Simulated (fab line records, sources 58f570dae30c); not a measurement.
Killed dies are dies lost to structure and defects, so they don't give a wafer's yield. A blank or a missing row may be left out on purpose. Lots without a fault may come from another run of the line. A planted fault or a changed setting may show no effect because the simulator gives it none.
A struck lot beside a sound one | flow berkeley_cmos170 | 33 steps out of a route of 331
Sound: wafers L676.1, L676.5, L676.6. Struck: wafers L664.2, L664.3, L664.4. The cause comes at the end.
At each step with rows: each side's tool, then ch and its chambers, then its first start. Under that, the readings that differ: sound wafers | struck wafers | difference of the means | sigmas: that difference in standard deviations of wafers without a fault.
alike: readings whose means differ by less than 2 such deviations, and words and numbers that are the same on both sides. not compared: withheld readings, readings that some wafer has no value for, bounds like >300 that may hide the same value, and numbers for which the record gives no deviation and whose values overlap.
The two part at a step that has a row with sigmas, a row that says differs or no value, or rows on one side only. Numbers that don't overlap but have no deviation are shown without sigmas and don't part them. A reading that every wafer of one side lacks parts them only if that side has two wafers or more.

first, 6 steps without rows for these wafers: UCB170_SDANNEAL_RTA_01 (time 5 s); UCB170_SILICIDE_PRE_CLEAN_00 (preclean etch time 60 s); UCB170_SILICIDE_SPUTTER_01 (material Ti, target thk 30 nm, time 25 s); UCB170_SILICIDE_RTA_04 (time 15 s); UCB170_SILICIDE_WET_ETCH_05 (etches Ti in SPM, time 45 s); UCB170_CONTACT_CLEAN_00 (cleans in SPM, time 600 s).
UCB170_CONTACT_CVD_01: deposits PSG from SiH4/O2/PH3, target thk 700 nm, time 2820 s.
  sound on lpcvd-02 ch 1, day 10 18:02; struck on lpcvd-01 ch 1, day 7 19:51
  reading                                 | sound                | struck               | difference | sigmas
  spike_tc_centre_C (C)                   | 451.5 450.9 451.1    | 465.1 464.1 463.5    | +13.1      | +10
  spike_tc_load_C (C)                     | 470.1 470.1 470.0    | 482.1 482.2 480.7    | +11.6      | +7
  spike_tc_source_C (C)                   | 467.7 467.5 468.1    | 482.4 481.3 480.2    | +13.5      | +11
  susceptor_temp_C (C)                    | 449.89 450.07 449.97 | 461.95 461.77 461.81 | +11.87     | +54
  model.PSG_of_CONTACT_CVD_01.thk_nm (nm) | 710.3 704.8 701      | 782.6 778.7 779.9    | +75.0      |
  alike: zone_power_source_pct
UCB170_CONTACT_THK_MEAS_02:
  sound on film_metro-03, day 10 19:50; struck on film_metro-04, day 7 21:38
  reading              | sound       | struck      | difference | sigmas
  CONTACT_PSG_THK (nm) | 710 705 701 | 782 779 780 | +75        | +11
then, 13 steps without rows for these wafers: UCB170_CONTACT_HMDS_03 (prime time 60 s); UCB170_CONTACT_COAT_04 (resist thk 900 nm); UCB170_CONTACT_SOFTBAKE_05 (time 60 s); UCB170_CONTACT_STRIP_06 (strips in O2); UCB170_CONTACT_CLEAN_07 (cleans in SPM, time 600 s); UCB170_CONTACT_RTA_08 (time 10 s); UCB170_CONTACT_COAT_09; UCB170_CONTACT_COAT_10 (resist thk 900 nm); UCB170_CONTACT_SOFTBAKE_11 (time 60 s); UCB170_CONTACT_EXPOSE_12 (exposes mask CONT, target cd 700 nm); UCB170_CONTACT_PEB_13; UCB170_CONTACT_DEVELOP_14 (develop time 45 s); UCB170_CONTACT_ETCH_17 (etches BARC in N2/H2).
UCB170_CONTACT_ETCH_18: etches PSG in CHF3/CF4/Ar, stops on TiSi2, target depth 840 nm, time 195 s.
  sound on rie_diel-02 ch 0,2,3; struck on rie_diel-01 ch 0,3
  reading                             | sound             | struck            | difference | sigmas
  oes_product_au (a.u.)               | 0.923 0.927 0.895 | 0.953 0.950 0.957 | +0.038     | +3
  model.etch.depth_nm (nm)            | 710.3 704.8 701   | 782.6 778.7 779.9 | +75.0      |
  model.CONTACT.feature_depth_nm (nm) | 710.3 704.8 701   | 782.6 778.7 779.9 | +75.0      |
  alike: drypump_motor_current_A, throttle_valve_pct
  not compared: rf_hours_counter_h
then, 9 steps without rows for these wafers: UCB170_CONTACT_STRIP_19 (strips in O2); UCB170_CONTACT_CLEAN_20 (cleans in SPM, time 600 s); UCB170_M1_SPUTTER_00 (material Al, target thk 600 nm, time 80 s); UCB170_M1_COAT_03; UCB170_M1_COAT_04 (resist thk 900 nm); UCB170_M1_SOFTBAKE_05 (time 60 s); UCB170_M1_EXPOSE_06 (exposes mask METAL1, target cd 700 nm); UCB170_M1_PEB_07; UCB170_M1_DEVELOP_08 (develop time 45 s).
UCB170_M1_METAL_ETCH_12: etches Al in Cl2/BCl3, stops on PSG, target depth 780 nm, time 130 s.
  sound on rie_metal-01 ch 0,1, day 11 01:00; struck on rie_metal-02 ch 0,1, day 8 02:22
  reading                                 | sound             | struck            | difference | sigmas
  model.PSG_of_CONTACT_CVD_01.thk_nm (nm) | 672.9 668.8 663.8 | 746.4 742.2 743.4 | +75.5      |
  alike: drypump_motor_current_A, oes_product_au, throttle_valve_pct
  not compared: rf_hours_counter_h
UCB170_M3_PROBE_99:
  sound on prober-01, day 11 19:45; struck on prober-02, day 8 17:50
  reading                                    | sound                        | struck                        | difference | sigmas
  model.etest.field_p_metal.vt_v (V)         | -60.24 -59.92 -59.38         | -63.12 -62.24 -63.27          | -3.03      |
  model.etest.field_n_metal.vt_v (V)         | 53.09 52.88 52.2             | 56.15 55.34 56.26             | +3.19      |
  model.etest.antenna_contact.vt_shift_v (V) | -0.005962 -0.004823 -0.00747 | -0.004498 -0.002714 -3.18e-05 | +0.003670  |

WHERE THEY PART
First at UCB170_CONTACT_CVD_01; last, within this record, at UCB170_CONTACT_ETCH_18. Later steps at which nothing parts them and some readings are alike: UCB170_M1_METAL_ETCH_12.

WHY: what the simulator had put in
Process parameter drift: lpcvd-01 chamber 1, from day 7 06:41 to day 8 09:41, at UCB170_CONTACT_CVD_01. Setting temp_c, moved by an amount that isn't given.
